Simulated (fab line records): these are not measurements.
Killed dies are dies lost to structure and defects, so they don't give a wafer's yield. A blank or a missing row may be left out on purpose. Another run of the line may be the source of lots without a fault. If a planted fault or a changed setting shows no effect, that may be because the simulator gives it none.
fab line records	flow rit_cmos
record lots=16	wafers=48	last_day=6
route steps=202 shown ACTIVE@1 NRETRO@61 SILICIDE@167 CONTACT@177 M1@202
lots that met no fault: taken from a fault-free run of the same line
start_h: start of the lot's first displayed wafer, in hours after the record's first day	wait_h: how many hours have passed since the lot's step before this one	" repeats the value in the row above	L1.1+2: several wafers, shown together as one row	- value missing, or start not given	* or withheld: withheld	< > ~ a bound
route shown NAME@n: a module of which the file shows steps, and the number in the route of the first	usual: mean and standard deviation over wafers with no fault	same: alike in all rows	chamber/n: place in a boat	sites: readings site by site	_std_site: the standard deviation of these	_edge_site: outer sites' mean less inner sites'	radius_mm: for every site, how far away it sits from the centre of the wafer	mask NAME#n: copy n	behind: the last tool/chamber to shape the wafer	hold: the reason the lot was held/the length of the hold in hours/how it ended	device: the n, p or np transistor that did not switch	end of line: the tests these same wafers got at the end of their route	a step without rows: its recipe alone	killed: dies that structure and defects cost at the first sort, which is not the same as the wafer's yield	map: a wafer's dies, marking killed ones x, the rest . and places with no die _
set.NAME: setting as actually run; set.NAME@STEP: the setting as run at that earlier step	model.NAME: the simulator's own value behind a step, which no gauge read
a sample of lots followed through the steps of the route, with each step as a table and each wafer as a row
services: a tool's chamber out of use, with start hour (start_h, from the record's first day; less than 0 if before it), hours out, and reason
## steps
# step RIT_ACTIVE_BOW_MEAS_00
# recipe mode=bow
# usual INCOMING_BOW=-1/6.3
lot.wafer	tool	chamber	start_h	wait_h	INCOMING_BOW[um]
L997.1	film_metro-02	-	10.00	-	-6
L997.2	"	-	"	"	5
L997.4	"	-	"	"	-5
L999.3	film_metro-03	-	20.04	-	-15
L999.5	"	-	"	"	1
L999.6	"	-	"	"	-7
L100.2	film_metro-02	-	25.02	-	2
L100.4	"	-	"	"	4
L100.6	"	-	"	"	3
L101.1	film_metro-02	-	30.00	-	-3
L101.2	"	-	"	"	-4
L101.4	"	-	"	"	-5
L102.1	film_metro-01	-	35.00	-	2
L102.2	"	-	"	"	-9
L102.4	"	-	"	"	-3
L104.2	film_metro-02	-	45.02	-	4
L104.3	"	-	"	"	7
L104.6	"	-	"	"	8
L105.4	film_metro-03	-	50.06	-	-1
L105.5	"	-	"	"	-3
L105.6	"	-	"	"	-7
L106.1	film_metro-02	-	55.00	-	4
L106.3	"	-	"	"	2
L106.5	"	-	"	"	-8
L107.1	film_metro-02	-	60.00	-	4
L107.2	"	-	"	"	2
L107.6	"	-	"	"	3
L108.1	film_metro-02	-	65.00	-	-6
L108.4	"	-	"	"	6
L108.5	"	-	"	"	1
L109.1	film_metro-01	-	70.00	-	1
L109.3	"	-	"	"	-4
L109.4	"	-	"	"	-8
L110.1	film_metro-03	-	75.00	-	6
L110.3	"	-	"	"	6
L110.4	"	-	"	"	-5
L111.1	film_metro-03	-	80.00	-	-4
L111.2	"	-	"	"	7
L111.3	"	-	"	"	9
L112.1	film_metro-02	-	85.00	-	11
L112.3	"	-	"	"	6
L112.4	"	-	"	"	-5
L113.2	film_metro-01	-	90.02	-	-5
L113.3	"	-	"	"	3
L113.4	"	-	"	"	1
L114.3	film_metro-02	-	95.04	-	0
L114.5	"	-	"	"	0
L114.6	"	-	"	"	-2
# step RIT_NRETRO_IMPLANT_08
# recipe species=P	energy_kev=70	dose_cm2=1e+13	tilt_deg=7
# usual implant_ion_amu=31/0
lot.wafer	tool	chamber	start_h	wait_h	implant_ion_amu
L997.1	implanter-02	0	29.93	0.2	31
L997.2	"	0	"	"	31
L997.4	"	0	"	"	31
L999.3	implanter-03	0	39.02	0.2	31
L999.5	"	0	"	"	31
L999.6	"	0	"	"	31
L100.2	implanter-02	0	44.54	0.2	31
L100.4	"	0	"	"	31
L100.6	"	0	"	"	31
L101.1	implanter-04	0	50.36	0.2	31
L101.2	"	0	"	"	31
L101.4	"	0	"	"	31
L102.1	implanter-02	0	56.56	0.2	31
L102.2	"	0	"	"	31
L102.4	"	0	"	"	31
L104.2	implanter-04	0	65.95	0.2	31
L104.3	"	0	"	"	31
L104.6	"	0	"	"	31
L105.4	implanter-03	0	70.31	0.2	31
L105.5	"	0	"	"	31
L105.6	"	0	"	"	31
L106.1	implanter-03	0	76.48	0.2	31
L106.3	"	0	"	"	31
L106.5	"	0	"	"	31
L107.1	implanter-02	0	82.12	0.2	31
L107.2	"	0	"	"	31
L107.6	"	0	"	"	31
L108.1	implanter-02	0	87.21	0.2	31
L108.4	"	0	"	"	31
L108.5	"	0	"	"	31
L109.1	implanter-04	0	94.46	0.2	31
L109.3	"	0	"	"	31
L109.4	"	0	"	"	31
L110.1	implanter-04	0	97.40	0.2	31
L110.3	"	0	"	"	31
L110.4	"	0	"	"	31
L111.1	implanter-03	0	100.73	0.2	75
L111.2	"	0	"	"	75
L111.3	"	0	"	"	75
L112.1	implanter-02	0	106.23	0.2	75
L112.3	"	0	"	"	75
L112.4	"	0	"	"	75
L113.2	implanter-04	0	110.16	0.2	75
L113.3	"	0	"	"	75
L113.4	"	0	"	"	75
L114.3	implanter-03	0	114.56	0.2	75
L114.5	"	0	"	"	75
L114.6	"	0	"	"	75
# step RIT_NRETRO_TW_MEAS_10
# usual NRETRO_TW=1040/12
lot.wafer	tool	chamber	start_h	wait_h	NRETRO_TW
L997.1	film_metro-03	-	30.25	0.1	1053
L997.2	"	-	"	"	1053
L997.4	"	-	"	"	1056
L999.3	film_metro-03	-	39.31	0.1	1053
L999.5	"	-	"	"	1055
L999.6	"	-	"	"	1052
L100.2	film_metro-02	-	44.85	0.1	1038
L100.4	"	-	"	"	1038
L100.6	"	-	"	"	1046
L101.1	film_metro-03	-	50.68	0.1	1051
L101.2	"	-	"	"	1049
L101.4	"	-	"	"	1046
L102.1	film_metro-03	-	56.88	0.1	1047
L102.2	"	-	"	"	1050
L102.4	"	-	"	"	1056
L104.2	film_metro-01	-	66.26	0.1	1022
L104.3	"	-	"	"	1024
L104.6	"	-	"	"	1024
L105.4	film_metro-02	-	70.59	0.1	1038
L105.5	"	-	"	"	1039
L105.6	"	-	"	"	1037
L106.1	film_metro-02	-	76.81	0.1	1046
L106.3	"	-	"	"	1047
L106.5	"	-	"	"	1046
L107.1	film_metro-02	-	82.45	0.1	1045
L107.2	"	-	"	"	1050
L107.6	"	-	"	"	1050
L108.1	film_metro-01	-	87.53	0.1	1025
L108.4	"	-	"	"	1026
L108.5	"	-	"	"	1028
L109.1	film_metro-01	-	94.79	0.1	1024
L109.3	"	-	"	"	1032
L109.4	"	-	"	"	1027
L110.1	film_metro-02	-	97.72	0.1	1046
L110.3	"	-	"	"	1043
L110.4	"	-	"	"	1049
L111.1	film_metro-01	-	101.05	0.1	1398
L111.2	"	-	"	"	1395
L111.3	"	-	"	"	1397
L112.1	film_metro-03	-	106.56	0.1	1434
L112.3	"	-	"	"	1426
L112.4	"	-	"	"	1433
L113.2	film_metro-01	-	110.47	0.1	1393
L113.3	"	-	"	"	1383
L113.4	"	-	"	"	1395
L114.3	film_metro-01	-	114.88	0.1	1385
L114.5	"	-	"	"	1383
L114.6	"	-	"	"	1387
# step RIT_SILICIDE_RTA_06
# recipe temp_c=750	time_s=10	idle_temp_c=25	ramp_up_s=5	ramp_down_s=10	cool_to_c=25	ambient=N2
# usual wafer_temp_C_max=753.7/1.5
lot.wafer	tool	chamber	start_h	wait_h	wafer_temp_C_max
L997.1	rtp_anneal-01	0	51.69	0.0	755.3
L997.2	"	0	"	"	755.5
L997.4	"	0	"	"	754.3
L999.3	rtp_anneal-01	0	60.27	0.0	753.8
L999.5	"	0	"	"	755.3
L999.6	"	0	"	"	753.7
L100.2	rtp_anneal-02	0	65.55	0.0	751.9
L100.4	"	0	"	"	751.8
L100.6	"	0	"	"	752.0
L101.1	rtp_anneal-01	0	71.60	0.0	753.6
L101.2	"	0	"	"	755.3
L101.4	"	0	"	"	754.5
L102.1	rtp_anneal-02	0	82.37	0.0	751.9
L102.2	"	0	"	"	752.8
L102.4	"	0	"	"	751.4
L104.2	rtp_anneal-02	0	87.98	0.0	751.0
L104.3	"	0	"	"	751.6
L104.6	"	0	"	"	752.3
L105.4	rtp_anneal-01	0	92.29	0.0	753.7
L105.5	"	0	"	"	754.4
L105.6	"	0	"	"	754.1
L106.1	rtp_anneal-02	0	99.98	0.0	753.3
L106.3	"	0	"	"	752.4
L106.5	"	0	"	"	752.5
L107.1	rtp_anneal-01	0	102.63	0.0	756.3
L107.2	"	0	"	"	756.0
L107.6	"	0	"	"	754.5
L108.1	rtp_anneal-02	0	109.79	0.0	751.8
L108.4	"	0	"	"	751.9
L108.5	"	0	"	"	753.0
L109.1	rtp_anneal-01	0	116.57	0.0	756.6
L109.3	"	0	"	"	754.1
L109.4	"	0	"	"	753.5
L111.1	rtp_anneal-01	0	121.72	0.0	754.2
L111.2	"	0	"	"	754.6
L111.3	"	0	"	"	754.6
L110.1	rtp_anneal-01	0	122.45	0.0	754.4
L110.3	"	0	"	"	755.7
L110.4	"	0	"	"	755.5
L112.1	rtp_anneal-01	0	129.95	0.0	753.6
L112.3	"	0	"	"	755.4
L112.4	"	0	"	"	753.8
L113.2	rtp_anneal-01	0	130.76	0.0	754.9
L113.3	"	0	"	"	754.2
L113.4	"	0	"	"	754.4
L114.3	rtp_anneal-02	0	135.33	0.0	752.2
L114.5	"	0	"	"	751.9
L114.6	"	0	"	"	752.3
# step RIT_CONTACT_OVL_MEAS_09
# usual CONTACT_OVL=-0.6/1.4
lot.wafer	tool	chamber	start_h	wait_h	CONTACT_OVL[nm]
L997.1	overlay-02	-	53.17	0.1	-0.3
L997.2	"	-	"	"	-0.9
L997.4	"	-	"	"	-0.9
L999.3	overlay-01	-	61.53	0.1	0.5
L999.5	"	-	"	"	-1.0
L999.6	"	-	"	"	0.2
L100.2	overlay-01	-	66.95	0.1	-0.5
L100.4	"	-	"	"	2.4
L100.6	"	-	"	"	-1.3
L101.1	overlay-01	-	72.86	0.1	-1.7
L101.2	"	-	"	"	-2.6
L101.4	"	-	"	"	-3.3
L102.1	overlay-02	-	83.64	0.1	-0.2
L102.2	"	-	"	"	-2.3
L102.4	"	-	"	"	-2.9
L104.2	overlay-02	-	89.49	0.1	-0.3
L104.3	"	-	"	"	0.2
L104.6	"	-	"	"	0.5
L105.4	overlay-02	-	93.66	0.1	-0.2
L105.5	"	-	"	"	0.4
L105.6	"	-	"	"	-0.5
L106.1	overlay-02	-	101.26	0.1	-0.8
L106.3	"	-	"	"	-1.3
L106.5	"	-	"	"	-0.8
L107.1	overlay-01	-	103.90	0.1	-0.9
L107.2	"	-	"	"	-1.0
L107.6	"	-	"	"	-1.0
L108.1	overlay-01	-	111.05	0.1	-2.2
L108.4	"	-	"	"	-1.2
L108.5	"	-	"	"	0.0
L109.1	overlay-01	-	117.84	0.1	-0.2
L109.3	"	-	"	"	-1.8
L109.4	"	-	"	"	-1.0
L111.1	overlay-01	-	122.98	0.1	-0.1
L111.2	"	-	"	"	-1.7
L111.3	"	-	"	"	-0.2
L110.1	overlay-01	-	123.72	0.1	-3.0
L110.3	"	-	"	"	-0.5
L110.4	"	-	"	"	-3.8
L112.1	overlay-01	-	131.34	0.1	-0.7
L112.3	"	-	"	"	0.4
L112.4	"	-	"	"	0.1
L113.2	overlay-02	-	132.34	0.1	0.7
L113.3	"	-	"	"	1.5
L113.4	"	-	"	"	1.9
L114.3	overlay-02	-	136.58	0.1	-1.2
L114.5	"	-	"	"	-2.3
L114.6	"	-	"	"	-2.0
# step RIT_M1_PROBE_99
# usual killed_at_M0_to_M3=0.0/0.18	killed_at_contacts=0.1/0.38	killed_at_front_end=6.9/2.9	killed_dies=7.1/3	killed_on_rim=2.0/1.4	killed_open=3.5/2.1	killed_short=3.5/2
# same gross_dies=264	killed_at_M4_up=0	killed_at_back_side=0	killed_at_other=0
lot.wafer	tool	chamber	start_h	wait_h	killed_at_M0_to_M3	killed_at_contacts	killed_at_front_end	killed_dies	killed_on_rim	killed_open	killed_short
L105.4	prober-01	-	98.90	0.2	0	0	7	7	3	3	4
L105.5	prober-01	-	98.95	0.2	0	0	8	8	1	4	4
L105.6	prober-01	-	99.00	0.2	0	0	9	9	2	4	5
L106.1	prober-02	-	106.62	0.1	0	0	3	3	0	2	1
L106.3	prober-02	-	106.72	0.2	0	1	6	7	1	3	4
L106.5	prober-02	-	106.82	0.2	0	0	12	12	3	10	2
L107.1	prober-01	-	109.20	0.1	0	0	10	10	1	5	5
L107.2	prober-01	-	109.25	0.1	0	1	6	7	2	5	2
L107.6	prober-01	-	109.45	0.2	0	0	4	4	2	4	0
L108.1	prober-02	-	116.23	0.1	0	0	1	1	0	1	0
L108.4	prober-02	-	116.38	0.2	1	0	6	7	2	2	5
L108.5	prober-02	-	116.43	0.2	0	0	4	4	0	1	3
L109.1	prober-01	-	122.98	0.1	0	0	7	7	2	3	4
L109.3	prober-01	-	123.08	0.2	0	0	10	10	5	8	2
L109.4	prober-01	-	123.13	0.2	0	0	14	14	3	6	8
L111.1	prober-02	-	128.19	0.1	0	0	4	4	1	1	3
L111.2	prober-02	-	128.24	0.1	0	1	4	5	3	2	3
L111.3	prober-02	-	128.29	0.2	0	0	4	4	1	2	2
L110.1	prober-01	-	129.92	0.1	0	0	14	14	6	9	5
L110.3	prober-01	-	130.02	0.2	0	0	10	10	1	6	4
L110.4	prober-01	-	130.07	0.2	0	0	5	5	1	3	2
L112.1	prober-02	-	136.68	0.1	1	0	6	7	1	1	5
L112.3	prober-02	-	136.78	0.2	0	1	4	5	3	4	1
L112.4	prober-02	-	136.83	0.2	0	0	6	6	2	3	3
L113.2	prober-01	-	138.23	0.1	0	0	9	9	2	5	4
L113.3	prober-01	-	138.28	0.2	0	0	4	4	2	2	2
L113.4	prober-01	-	138.33	0.2	0	0	4	4	2	2	2
L114.3	prober-02	-	141.95	0.2	0	0	9	9	5	4	5
L114.5	prober-02	-	142.05	0.2	0	0	7	7	2	4	3
L114.6	prober-02	-	142.10	0.2	0	0	2	2	0	0	2
# killed by level:class
L105.4 FOX1:geometric_particle:short=1 FOX1:geometric_particle:open=1 FOX2:geometric_particle:short=1 GATE:geometric_particle:open=1 SPACER:geometric_particle:short=1 SILICIDE:geometric_particle:open=1 SILICIDE:geometric_particle:short=1
L105.5 GATE:geometric_particle:open=3 GATE:geometric_particle:short=2 FOX1:geometric_particle:open=1 FOX1:geometric_particle:short=1 REOX:geometric_particle:short=1
L105.6 FOX2:geometric_particle:short=2 GATE:geometric_particle:short=2 FOX1:geometric_particle:open=1 FOX1:geometric_particle:short=1 GATE:geometric_particle:open=1 SPACER:geometric_particle:open=1 SILICIDE:geometric_particle:open=1
L106.1 FOX2:geometric_particle:open=1 GATE:geometric_particle:short=1 GATE:geometric_particle:open=1
L106.3 FOX1:geometric_particle:open=1 FOX2:geometric_particle:short=1 GATE:geometric_particle:short=1 REOX:geometric_particle:short=1 REOX:geometric_particle:open=1 SPACER:geometric_particle:short=1 CONTACT:geometric_particle:open=1
L106.5 GATE:geometric_particle:open=4 FOX2:geometric_particle:open=2 GATE:geometric_particle:short=2 SPACER:geometric_particle:open=2 FOX1:geometric_particle:open=1 SILICIDE:geometric_particle:open=1
L107.1 FOX1:geometric_particle:open=2 SPACER:geometric_particle:open=2 FOX1:geometric_particle:short=1 GATE:geometric_particle:short=1 REOX:geometric_particle:short=1 SPACER:geometric_particle:short=1 SILICIDE:geometric_particle:short=1 SILICIDE:geometric_particle:open=1
L107.2 REOX:geometric_particle:open=3 GATE:geometric_particle:open=2 REOX:geometric_particle:short=1 CONTACT:geometric_particle:short=1
L107.6 GATE:geometric_particle:open=2 REOX:geometric_particle:open=1 SILICIDE:geometric_particle:open=1
L108.1 FOX1:geometric_particle:open=1
L108.4 SPACER:geometric_particle:short=2 SILICIDE:geometric_particle:short=2 FOX1:geometric_particle:open=1 SILICIDE:geometric_particle:open=1 M1:geometric_particle:short=1
L108.5 GATE:geometric_particle:short=2 GATE:geometric_particle:open=1 SILICIDE:geometric_particle:short=1
L109.1 FOX1:geometric_particle:short=2 GATE:geometric_particle:short=2 ACTIVE:geometric_particle:open=1 FOX1:geometric_particle:open=1 GATE:geometric_particle:open=1
L109.3 FOX1:geometric_particle:open=4 GATE:geometric_particle:open=3 GATE:geometric_particle:short=1 REOX:geometric_particle:open=1 SILICIDE:geometric_particle:short=1
L109.4 GATE:geometric_particle:short=4 GATE:geometric_particle:open=3 FOX1:geometric_particle:short=2 REOX:geometric_particle:short=2 FOX1:geometric_particle:open=1 FOX2:geometric_particle:open=1 SPACER:geometric_particle:open=1
L111.1 FOX1:geometric_particle:short=2 GATE:geometric_particle:short=1 GATE:geometric_particle:open=1
L111.2 REOX:geometric_particle:short=2 GATE:geometric_particle:open=1 REOX:geometric_particle:open=1 CONTACT:geometric_particle:short=1
L111.3 FOX1:geometric_particle:short=1 FOX2:geometric_particle:short=1 GATE:geometric_particle:open=1 SILICIDE:geometric_particle:open=1
L110.1 REOX:geometric_particle:open=3 GATE:geometric_particle:short=2 GATE:geometric_particle:open=2 SILICIDE:geometric_particle:open=2 FOX1:geometric_particle:short=1 FOX1:geometric_particle:open=1 FOX2:geometric_particle:short=1 REOX:geometric_particle:short=1
L110.3 FOX2:geometric_particle:open=3 SILICIDE:geometric_particle:short=2 SILICIDE:geometric_particle:open=2 GATE:geometric_particle:short=1 SPACER:geometric_particle:open=1 SPACER:geometric_particle:short=1
L110.4 GATE:geometric_particle:open=2 REOX:geometric_particle:open=1 REOX:geometric_particle:short=1 SPACER:geometric_particle:short=1
L112.1 FOX1:geometric_particle:short=2 FOX1:geometric_particle:open=1 GATE:geometric_particle:short=1 SPACER:geometric_particle:short=1 SILICIDE:geometric_particle:short=1 M1:coat_microbubble_printed=1
L112.3 GATE:geometric_particle:open=2 FOX1:geometric_particle:short=1 SILICIDE:geometric_particle:open=1 CONTACT:geometric_particle:open=1
L112.4 FOX1:geometric_particle:short=1 GATE:geometric_particle:open=1 GATE:geometric_particle:short=1 REOX:geometric_particle:open=1 REOX:geometric_particle:short=1 SILICIDE:geometric_particle:open=1
L113.2 GATE:geometric_particle:short=3 GATE:geometric_particle:open=2 FOX1:geometric_particle:open=1 FOX1:geometric_particle:short=1 FOX2:geometric_particle:open=1 REOX:geometric_particle:open=1
L113.3 FOX1:geometric_particle:short=1 GATE:geometric_particle:short=1 GATE:geometric_particle:open=1 SPACER:geometric_particle:open=1
L113.4 ACTIVE:geometric_particle:short=1 GATE:geometric_particle:open=1 GATE:geometric_particle:short=1 REOX:geometric_particle:open=1
L114.3 GATE:geometric_particle:open=3 GATE:geometric_particle:short=2 REOX:geometric_particle:short=2 REOX:geometric_particle:open=1 SILICIDE:geometric_particle:short=1
L114.5 GATE:geometric_particle:short=2 FOX1:geometric_particle:open=1 FOX2:geometric_particle:open=1 GATE:geometric_particle:open=1 SILICIDE:geometric_particle:short=1 SILICIDE:geometric_particle:open=1
L114.6 GATE:geometric_particle:short=1 SILICIDE:geometric_particle:short=1
## services
tool	chamber	start_h	hours	kind
implanter-02	-	10.61	4.1	repair
implanter-04	-	25.48	0.5	repair
implanter-04	-	54.61	3.2	pm
implanter-04	-	112.19	1.7	repair
## key
first_sign step=RIT_NRETRO_IMPLANT_08	reading=implant_ion_amu	direction=up	sigmas=99+	usual=31	struck=75
effect step=RIT_NRETRO_TW_MEAS_10	reading=NRETRO_TW	direction=up	sigmas=30	usual=1040	struck=1401
met_at RIT_NRETRO_IMPLANT_08
struck_lots L111,L112,L113,L114
tester_left_out L111,L112,L113,L114
not_acting_at RIT_ACTIVE_BOW_MEAS_00,RIT_SILICIDE_RTA_06,RIT_CONTACT_OVL_MEAS_09
onset_between 97.40 100.73
fault kind=wrong_recipe_download	tool=implanter-02,implanter-03,implanter-04	chamber=-	onset_h=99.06	steps=RIT_NRETRO_IMPLANT_08	wrong_recipe.not_listed=1
# tester_left_out: of these lots the tester's yield and bins aren't shown, on N5 and GAA mostly nor the transistor test; their killed dies are dies lost to structure and defects alone, not to doping, threshold or leakage, so they don't give the yield
